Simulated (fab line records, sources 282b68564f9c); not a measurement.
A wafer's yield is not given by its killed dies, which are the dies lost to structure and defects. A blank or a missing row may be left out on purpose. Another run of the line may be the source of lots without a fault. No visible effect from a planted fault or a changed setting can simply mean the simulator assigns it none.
Check of tool commonality || flow ritCmos || Sampled: 16 lots, 47 wafers

WHY IT WAS OPENED
At RIT_NRETRO_OVL_MEAS_06 the reading NRETRO_OVL is flagged on 4 of 16 lots. No-fault wafers: 0.8 nm, standard deviation 1.3.
Rule: a lot is flagged when every wafer of it that has a number lies more than 4 standard deviations from that mean, or none has a number. All remaining lots are regarded as sound.

{"lot": "L658", "measured": "day 2 11:00", "on": "overlay-01", "NRETRO_OVL (nm), wafer by wafer": "-2.1 -0.5 -0.5", "flag": ""}
{"lot": "L659", "measured": "day 2 16:20", "on": "overlay-02", "NRETRO_OVL (nm), wafer by wafer": "-0.4 -0.2 1.2", "flag": ""}
{"lot": "L660", "measured": "day 2 21:50", "on": "overlay-02", "NRETRO_OVL (nm), wafer by wafer": "1.3 0.6 0.2", "flag": ""}
{"lot": "L662", "measured": "day 3 05:57", "on": "overlay-01", "NRETRO_OVL (nm), wafer by wafer": "1.6 0.9 3.0", "flag": ""}
{"lot": "L663", "measured": "day 3 10:19", "on": "overlay-02", "NRETRO_OVL (nm), wafer by wafer": "1.8 0.4 1.5", "flag": ""}
{"lot": "L664", "measured": "day 3 15:38", "on": "overlay-02", "NRETRO_OVL (nm), wafer by wafer": "0.6 -0.4 -0.8", "flag": ""}
{"lot": "L667", "measured": "day 4 07:11", "on": "overlay-01", "NRETRO_OVL (nm), wafer by wafer": "1.7 -1.2 -0.1", "flag": ""}
{"lot": "L668", "measured": "day 4 11:11", "on": "overlay-02", "NRETRO_OVL (nm), wafer by wafer": "-180.9 -181.6", "flag": "FLAGGED"}
{"lot": "L669", "measured": "day 4 16:12", "on": "overlay-01", "NRETRO_OVL (nm), wafer by wafer": "-179.9 -179.8 -179.6", "flag": "FLAGGED"}
{"lot": "L670", "measured": "day 5 00:06", "on": "overlay-01", "NRETRO_OVL (nm), wafer by wafer": "1.6 3.3 2.6", "flag": ""}
{"lot": "L671", "measured": "day 5 01:03", "on": "overlay-02", "NRETRO_OVL (nm), wafer by wafer": "-179.3 -179.8 -180.0", "flag": "FLAGGED"}
{"lot": "L672", "measured": "day 5 05:26", "on": "overlay-01", "NRETRO_OVL (nm), wafer by wafer": "0.5 0.1 1.2", "flag": ""}
{"lot": "L677", "measured": "day 6 11:09", "on": "overlay-02", "NRETRO_OVL (nm), wafer by wafer": "-178.0 -178.8 -178.7", "flag": "FLAGGED"}
{"lot": "L678", "measured": "day 6 12:16", "on": "overlay-01", "NRETRO_OVL (nm), wafer by wafer": "2.2 2.2 1.8", "flag": ""}
{"lot": "L679", "measured": "day 6 16:13", "on": "overlay-02", "NRETRO_OVL (nm), wafer by wafer": "2.1 2.5 2.9", "flag": ""}
{"lot": "L680", "measured": "day 6 22:19", "on": "overlay-02", "NRETRO_OVL (nm), wafer by wafer": "1.5 1.2 1.2", "flag": ""}
The numbers of the flagged lots are -179.7 nm on average: -180.5 nm against the usual, or -99 or more standard deviations.

TOOL THAT RAN EACH LOT
Before the reading, the record contains 2 process steps out of a 202-step route. In each cell: the tool, then ch and the chambers that the sampled wafers went through, then the start.
{"lot": "L658", "flag": "", "RIT_NWELL_STRIP_09": "plasmaAsher-04 ch 0,1, day 2 03:02", "RIT_NRETRO_EXPOSE_03": "ilineStepper-02 ch 0, day 2 10:36"}
{"lot": "L659", "flag": "", "RIT_NWELL_STRIP_09": "plasmaAsher-02 ch 0,1, day 2 07:21", "RIT_NRETRO_EXPOSE_03": "ilineStepper-01 ch 0, day 2 15:55"}
{"lot": "L660", "flag": "", "RIT_NWELL_STRIP_09": "plasmaAsher-02 ch 0,1, day 2 12:20", "RIT_NRETRO_EXPOSE_03": "ilineStepper-02 ch 0, day 2 21:25"}
{"lot": "L662", "flag": "", "RIT_NWELL_STRIP_09": "plasmaAsher-04 ch 0,1, day 2 19:55", "RIT_NRETRO_EXPOSE_03": "ilineStepper-02 ch 0, day 3 05:31"}
{"lot": "L663", "flag": "", "RIT_NWELL_STRIP_09": "plasmaAsher-03 ch 0,1, day 3 01:29", "RIT_NRETRO_EXPOSE_03": "ilineStepper-02 ch 0, day 3 09:55"}
{"lot": "L664", "flag": "", "RIT_NWELL_STRIP_09": "plasmaAsher-02 ch 1, day 3 05:06", "RIT_NRETRO_EXPOSE_03": "ilineStepper-02 ch 0, day 3 15:13"}
{"lot": "L667", "flag": "", "RIT_NWELL_STRIP_09": "plasmaAsher-02 ch 0,1, day 3 22:56", "RIT_NRETRO_EXPOSE_03": "ilineStepper-02 ch 0, day 4 06:37"}
{"lot": "L668", "flag": "FLAGGED", "RIT_NWELL_STRIP_09": "plasmaAsher-03 ch 0,1, day 4 02:38", "RIT_NRETRO_EXPOSE_03": "ilineStepper-02 ch 0, day 4 10:46"}
{"lot": "L669", "flag": "FLAGGED", "RIT_NWELL_STRIP_09": "plasmaAsher-02 ch 0,1, day 4 07:22", "RIT_NRETRO_EXPOSE_03": "ilineStepper-02 ch 0, day 4 15:46"}
{"lot": "L670", "flag": "", "RIT_NWELL_STRIP_09": "plasmaAsher-04 ch 0,1, day 4 15:44", "RIT_NRETRO_EXPOSE_03": "ilineStepper-01 ch 0, day 4 23:41"}
{"lot": "L671", "flag": "FLAGGED", "RIT_NWELL_STRIP_09": "plasmaAsher-03 ch 0,1, day 4 16:56", "RIT_NRETRO_EXPOSE_03": "ilineStepper-02 ch 0, day 5 00:37"}
{"lot": "L672", "flag": "", "RIT_NWELL_STRIP_09": "plasmaAsher-02 ch 0,1, day 4 20:16", "RIT_NRETRO_EXPOSE_03": "ilineStepper-01 ch 0, day 5 05:00"}
{"lot": "L677", "flag": "FLAGGED", "RIT_NWELL_STRIP_09": "plasmaAsher-02 ch 0,1, day 6 02:54", "RIT_NRETRO_EXPOSE_03": "ilineStepper-02 ch 0, day 6 10:44"}
{"lot": "L678", "flag": "", "RIT_NWELL_STRIP_09": "plasmaAsher-02 ch 0,1, day 6 04:05", "RIT_NRETRO_EXPOSE_03": "ilineStepper-01 ch 0, day 6 11:50"}
{"lot": "L679", "flag": "", "RIT_NWELL_STRIP_09": "plasmaAsher-03 ch 0,1, day 6 07:20", "RIT_NRETRO_EXPOSE_03": "ilineStepper-01 ch 0, day 6 15:42"}
{"lot": "L680", "flag": "", "RIT_NWELL_STRIP_09": "plasmaAsher-02 ch 0,1, day 6 13:51", "RIT_NRETRO_EXPOSE_03": "ilineStepper-01 ch 0, day 6 21:54"}
What is done by these steps:
- RIT_NWELL_STRIP_09: strips in O2, time 180 s.
- RIT_NRETRO_EXPOSE_03: exposes mask M4, target cd 43900 nm.
- RIT_NRETRO_OVL_MEAS_06

FLAGGED OVER TOTAL, TOOL BY TOOL (the gauges that took the reading come last)
{"step": "RIT_NWELL_STRIP_09", "tool": "plasmaAsher-02", "lots run": 9, "flagged": 2, "share of the flagged lots": "some", "sound lots run after its first flagged lot": "3 (L672,L678,L680)"}
{"step": "RIT_NWELL_STRIP_09", "tool": "plasmaAsher-03", "lots run": 4, "flagged": 2, "share of the flagged lots": "some", "sound lots run after its first flagged lot": "1 (L679)"}
{"step": "RIT_NWELL_STRIP_09", "tool": "plasmaAsher-04", "lots run": 3, "flagged": 0, "share of the flagged lots": "none", "sound lots run after its first flagged lot": "-"}
{"step": "RIT_NRETRO_EXPOSE_03", "tool": "ilineStepper-01", "lots run": 6, "flagged": 0, "share of the flagged lots": "none", "sound lots run after its first flagged lot": "-"}
{"step": "RIT_NRETRO_EXPOSE_03", "tool": "ilineStepper-02", "lots run": 10, "flagged": 4, "share of the flagged lots": "all", "sound lots run after its first flagged lot": 0}
{"step": "RIT_NRETRO_OVL_MEAS_06", "tool": "overlay-01", "lots run": 7, "flagged": 1, "share of the flagged lots": "some", "sound lots run after its first flagged lot": "3 (L670,L672,L678)"}
{"step": "RIT_NRETRO_OVL_MEAS_06", "tool": "overlay-02", "lots run": 9, "flagged": 3, "share of the flagged lots": "some", "sound lots run after its first flagged lot": "2 (L679,L680)"}

WHAT IS ALLOWED BY THE TABLE
1 row of the table ran every flagged lot: ilineStepper-02 at RIT_NRETRO_EXPOSE_03.
- ilineStepper-02 at RIT_NRETRO_EXPOSE_03 ran 10 lots, 4 of them flagged. Last sound lot L667 at day 4 06:37, first flagged lot L668 at day 4 10:46; a fault beginning in between fits.
Just one tool remains: ilineStepper-02 at RIT_NRETRO_EXPOSE_03.

WHAT THE SIMULATOR HAD INSERTED
Scanner matching overlay: ilineStepper-02, from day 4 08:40 on, at RIT_NRETRO_EXPOSE_03. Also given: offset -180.
Lots struck among those shown: L668, L669, L671, L677. Same finding as the rule above.
